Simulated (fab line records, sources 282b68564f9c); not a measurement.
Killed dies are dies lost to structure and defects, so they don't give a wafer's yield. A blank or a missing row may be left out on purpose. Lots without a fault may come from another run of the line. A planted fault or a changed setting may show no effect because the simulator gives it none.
A struck lot beside a sound one | flow rit_cmos | 28 steps out of a route of 202
Sound: wafers L494.4, L494.5, L494.6. Struck: wafers L502.1, L502.3, L502.5. The cause comes at the end.
At each step with rows: each side's tool, then ch and its chambers, then its first start. Under that, the readings that differ: sound wafers | struck wafers | difference of the means | sigmas: that difference in standard deviations of wafers without a fault.
alike: readings whose means differ by less than 2 such deviations, and words and numbers that are the same on both sides. not compared: withheld readings, readings that some wafer has no value for, bounds like >300 that may hide the same value, and numbers for which the record gives no deviation and whose values overlap.
The two part at a step that has a row with sigmas, a row that says differs or no value, or rows on one side only. Numbers that don't overlap but have no deviation are shown without sigmas and don't part them. A reading that every wafer of one side lacks parts them only if that side has two wafers or more.

RIT_ACTIVE_BOW_MEAS_00:
  sound on film_metro-02, day 1 10:04; struck on film_metro-01, day 3 02:00
  alike: INCOMING_BOW
RIT_ACTIVE_OXIDATION_01: target thk 46.8 nm, ox time 3360 s.
  sound on furnace-01 ch 0, day 1 10:28; struck on furnace-01 ch 0, day 3 05:51
  reading                                       | sound                | struck               | difference | sigmas
  spike_tc_centre_C (C)                         | 999.3 999.5 999.8    | 954.5 955.5 954.6    | -44.7      | -30
  spike_tc_load_C (C)                           | 1025.8 1027.4 1028.1 | 981.9 981.7 981.1    | -45.5      | -20
  spike_tc_source_C (C)                         | 1027.2 1026.0 1025.4 | 978.4 979.3 980.0    | -47.0      | -43
  tube_center_temp_C (C)                        | 1000.2 999.98 1000.1 | 955.49 955.31 955.67 | -44.60     | -99 or more
  tube_center_temp_C_max                        | 1002.6 1002.6 1002.4 | 958.0 957.8 958.3    | -44.5      | -99 or more
  zone_power_load_pct (%)                       | 37.6 37.2 37.0       | 33.6 32.7 33.3       | -4.1       | -6
  model.SiO2_of_ACTIVE_OXIDATION_01.thk_nm (nm) | 47.38 47.44 46.66    | 30.8 30.49 32.16     | -16.0      |
RIT_ACTIVE_THK_MEAS_02:
  sound on film_metro-03, day 1 12:25; struck on film_metro-02, day 3 07:47
  reading               | sound          | struck         | difference | sigmas
  ACTIVE_OXIDE_THK (nm) | 47.4 47.4 46.7 | 30.8 30.5 32.2 | -16.0      | -22
then, 1 step without rows for these wafers: RIT_ACTIVE_CVD_03 (deposits Si3N4 from SiH2Cl2/NH3, target thk 150 nm, time 1500 s).
RIT_ACTIVE_THK_MEAS_04:
  sound on film_metro-02, day 1 14:04; struck on film_metro-02, day 3 09:58
  alike: ACTIVE_NITRIDE_THK
then, 6 steps without rows for these wafers: RIT_ACTIVE_HMDS_05 (prime time 60 s); RIT_ACTIVE_COAT_06 (resist thk 1000 nm); RIT_ACTIVE_SOFTBAKE_07 (time 60 s); RIT_ACTIVE_EXPOSE_08 (exposes mask M1, target cd 1400 nm); RIT_ACTIVE_PEB_09; RIT_ACTIVE_DEVELOP_10 (develop time 50 s).
RIT_ACTIVE_CD_MEAS_11: target cd 1400 nm.
  sound on cd_sem-01, day 1 15:08; struck on cd_sem-02, day 3 10:53
  alike: cd_nm
then, 1 step without rows for these wafers: RIT_ACTIVE_HARDBAKE_12 (time 60 s).
RIT_ACTIVE_ETCH_13: etches Si3N4 in SF6, stops on SiO2, time 210 s, target depth 210 nm.
  sound on rie_diel-04 ch 0,1,3, day 1 15:21; struck on rie_diel-01 ch 0,3, day 3 11:09
  alike: drypump_motor_current_A, oes_product_au, rf_fwd_power_W, throttle_valve_pct
  not compared: rf_hours_counter_h
RIT_ACTIVE_STRIP_14: strips in O2, time 180 s.
  sound on plasma_asher-04 ch 0,1, day 1 15:33; struck on plasma_asher-01 ch 0,1, day 3 11:17
  alike: drypump_motor_current_A
  not compared: rf_hours_counter_h
RIT_ACTIVE_CD_MEAS_90: target cd 1400 nm.
  sound on cd_sem-01, day 1 15:43; struck on cd_sem-01, day 3 11:27
  alike: cd_nm
then, 4 steps without rows for these wafers: RIT_ACTIVE_CLEAN_15 (cleans in SC1, time 600 s); RIT_ACTIVE_CLEAN_16 (cleans in dHF, time 30 s); RIT_ACTIVE_CLEAN_17 (cleans in SC2, time 600 s); RIT_FOX1_OXIDATION_00 (target thk 350.7 nm, ox time 1130 s).
RIT_FOX1_THK_MEAS_01:
  sound on film_metro-02, day 1 18:43; struck on film_metro-04, day 3 13:40
  alike: FOX1_OXIDE_THK
then, 2 steps without rows for these wafers: RIT_FOX1_WET_ETCH_02 (etches SiO2 in BOE, target depth 350 nm, time 390 s); RIT_FOX2_OXIDATION_00 (target thk 350.7 nm, ox time 1130 s).
RIT_FOX2_THK_MEAS_01:
  sound on film_metro-04, day 1 20:42; struck on film_metro-04, day 3 16:41
  alike: FOX2_OXIDE_THK
then, 1 step without rows for these wafers: RIT_FOX2_CLEAN_02 (cleans in dHF, time 180 s).
RIT_FOX2_WET_ETCH_03: etches Si3N4 in H3PO4, target depth 195 nm, time 2700 s.
  sound on wet_bench-02 ch 2, day 1 20:48; struck on wet_bench-03 ch 2, day 3 16:48
  reading                                       | sound             | struck          | difference | sigmas
  model.SiO2_of_ACTIVE_OXIDATION_01.thk_nm (nm) | 41.89 41.61 41.57 | 27.5 27.24 28.7 | -13.9      |
RIT_FOX2_THK_MEAS_90:
  sound on film_metro-01, day 1 21:39; struck on film_metro-02, day 3 18:19
  alike: FIELD_OXIDE_LEFT_1_THK
RIT_M1_PROBE_99:
  sound on prober-02, day 3 14:01; struck on prober-01, day 5 11:59
  reading                             | sound             | struck            | difference | sigmas
  model.etest.nldd.width_nm (nm)      | 3171 3168 3205    | 3316 3311 3303    | +129       |
  model.etest.pldd.width_nm (nm)      | 3193 3180 3197    | 3328 3321 3288    | +122       |
  model.etest.nplus_sal.width_nm (nm) | 3459 3456 3478    | 3559 3555 3548    | +90        |
  model.etest.pplus_sal.width_nm (nm) | 3462 3454 3465    | 3552 3559 3530    | +87        |
  model.etest.nmos_0p3.r_on_ohm_um    | 2102 2105 2099    | 2036 2068 2083    | -40        |
  model.etest.nmos_narrow.drive_ua_um | 236.9 241.6 236.3 | 271.9 269.9 260.2 | +29.1      |
  model.etest.pmos_narrow.drive_ua_um | 105.4 106.7 105.9 | 120.6 119.6 115.5 | +12.6      |
  alike: killed_at_M0_to_M3, killed_at_front_end, killed_dies, killed_open, killed_short
  not compared: model.etest.nmos_0p3.drive_ua_um

WHERE THEY PART
First at RIT_ACTIVE_OXIDATION_01; last, within this record, at RIT_ACTIVE_THK_MEAS_02. Later steps at which nothing parts them and some readings are alike: RIT_ACTIVE_THK_MEAS_04, RIT_ACTIVE_CD_MEAS_11, RIT_ACTIVE_ETCH_13, RIT_ACTIVE_STRIP_14, RIT_ACTIVE_CD_MEAS_90, RIT_FOX1_THK_MEAS_01, RIT_FOX2_THK_MEAS_01, RIT_FOX2_THK_MEAS_90, RIT_M1_PROBE_99.

WHY: what the simulator had put in
Process parameter drift: furnace-01, from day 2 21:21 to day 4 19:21, at RIT_ACTIVE_OXIDATION_01. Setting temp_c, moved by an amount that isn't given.
